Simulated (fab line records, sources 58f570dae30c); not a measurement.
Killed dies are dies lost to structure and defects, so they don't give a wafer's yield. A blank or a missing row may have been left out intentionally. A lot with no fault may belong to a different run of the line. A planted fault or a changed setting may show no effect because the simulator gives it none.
Which of the tools did it? -- flow berkeley cmos170 -- 14 lots with 42 wafers sampled at 3 steps, on a route of 331 steps

## WHAT THE GAUGES SHOWED, per wafer
UCB170_M1_RS_MEAS_01: uses a four-point probe to measure. Usual: for M1_AL_RS the level is 0.0486 ohm/sq and the standard deviation is 0.00042.
lot,measured,on,M1_AL_RS (ohm/sq),flag
L704,day 7 11:00,film metro-02,0.0487 0.0490 0.0485,
L705,day 7 23:24,film metro-03,0.0485 0.0482 0.0481,
L706,day 8 05:20,film metro-02,0.0480 0.0488 0.0481,
L707,day 8 05:32,film metro-03,0.0483 0.0481 0.0487,
L708,day 8 14:25,film metro-03,0.0481 0.0488 0.0484,
L709,day 9 07:07,film metro-01,0.0486 0.0486 0.0486,
L711,day 9 07:52,film metro-02,0.0488 0.0489 0.0485,
L712,day 9 12:46,film metro-02,0.0480 0.0482 0.0483,
L713,day 9 12:44,film metro-03,0.0486 0.0488 0.0488,
L714,day 9 18:38,film metro-01,0.0478 0.0486 0.0485,
L715,day 9 18:50,film metro-02,0.0479 0.0486 0.0486,
L716,day 10 11:37,film metro-02,0.0490 0.0491 0.0492,
L720,day 10 21:34,film metro-02,0.0754 0.0488 0.0490,OFF
L724,day 11 11:55,film metro-03,0.0484 0.0482 0.0746,OFF

UCB170_M1_THK_MEAS_02: measures by xrf. Usual: for M1_AL_THK the level is 603 nm and the standard deviation is 6.1.
lot,measured,on,M1_AL_THK (nm),flag
L704,day 7 11:06,film metro-02,609 605 609,
L705,day 7 23:31,film metro-03,606 605 609,
L706,day 8 05:27,film metro-02,612 597 611,
L707,day 8 05:38,film metro-03,601 605 596,
L708,day 8 14:32,film metro-03,605 594 601,
L709,day 9 07:14,film metro-01,600 601 603,
L711,day 9 07:58,film metro-02,603 601 608,
L712,day 9 12:52,film metro-02,613 612 610,
L713,day 9 12:51,film metro-03,604 600 603,
L714,day 9 18:45,film metro-01,609 597 599,
L715,day 9 18:57,film metro-02,614 607 608,
L716,day 10 11:43,film metro-02,597 594 595,
L720,day 10 21:40,film metro-02,392 602 599,OFF
L724,day 11 12:02,film metro-03,605 605 395,OFF

## TOOL THAT RAN EACH LOT (tool first, then ch and the chambers of the sampled wafers, then the start)
lot,UCB170_M1_SPUTTER_00
L704,"pvd sputter-03, day 7 10:54"
L705,"pvd sputter-01, day 7 23:19"
L706,"pvd sputter-01, day 8 05:16"
L707,"pvd sputter-03, day 8 05:26"
L708,"pvd sputter-03, day 8 14:21"
L709,"pvd sputter-03, day 9 07:03"
L711,"pvd sputter-01, day 9 07:46"
L712,"pvd sputter-04, day 9 12:40"
L713,"pvd sputter-03, day 9 12:40"
L714,"pvd sputter-01, day 9 18:34"
L715,"pvd sputter-04, day 9 18:46"
L716,"pvd sputter-04, day 10 11:32"
L720,"pvd sputter-04, day 10 21:28"
L724,"pvd sputter-04, day 11 11:50"
- UCB170_M1_SPUTTER_00: material Al, target thk 600 nm, time 80 s.

## WHAT THE TOOLS THEMSELVES READ (means of the sampled wafers that have a number; where no wafer has one, the mark that the record gives instead)
UCB170_M1_SPUTTER_00. Usual: throttle valve pct at 30.0 %, with a standard deviation of 0.38.
lot,tool,throttle valve pct (%),flag
L704,pvd sputter-03,29.9,
L705,pvd sputter-01,30.0,
L706,pvd sputter-01,30.1,
L707,pvd sputter-03,30.0,
L708,pvd sputter-03,30.0,
L709,pvd sputter-03,30.2,
L711,pvd sputter-01,30.2,
L712,pvd sputter-04,30.0,
L713,pvd sputter-03,29.8,
L714,pvd sputter-01,30.2,
L715,pvd sputter-04,29.8,
L716,pvd sputter-04,29.7,
L720,pvd sputter-04,29.6,
L724,pvd sputter-04,29.6,

## THE ANSWER, worked out from the rows above alone
Rule: a lot counts as off when the mean over its wafers that have a number is more than 3 standard deviations away from the usual mean. Also off: a lot with no number at a reading for which 4 or more lots have one. All remaining lots with rows at the step are treated as sound. Order of review: gauges by route order, followed by the tools' own readings, for which a lot's mean as printed above is used. At the first step where some lot is off, the reading lying furthest off is the one used; lots without a number count as furthest.
Off: at UCB170_M1_RS_MEAS_01 (M1_AL_RS), L720, L724.
A tool fits if, at a process step before that reading, it ran every lot that is off, and no sound lot after the first of them. Gauges at UCB170_M1_RS_MEAS_01: tried the same way as those tools. One fits: pvd sputter-04 at UCB170_M1_SPUTTER_00. Its last sound lot is L716 (day 10 11:32), its first lot that is off L720 (day 10 21:28): a fault that began between those two fits.

## WHAT THE SIMULATOR HAD INSERTED
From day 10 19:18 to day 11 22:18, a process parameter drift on pvd sputter-04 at UCB170_M1_SPUTTER_00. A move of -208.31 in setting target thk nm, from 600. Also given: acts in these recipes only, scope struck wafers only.
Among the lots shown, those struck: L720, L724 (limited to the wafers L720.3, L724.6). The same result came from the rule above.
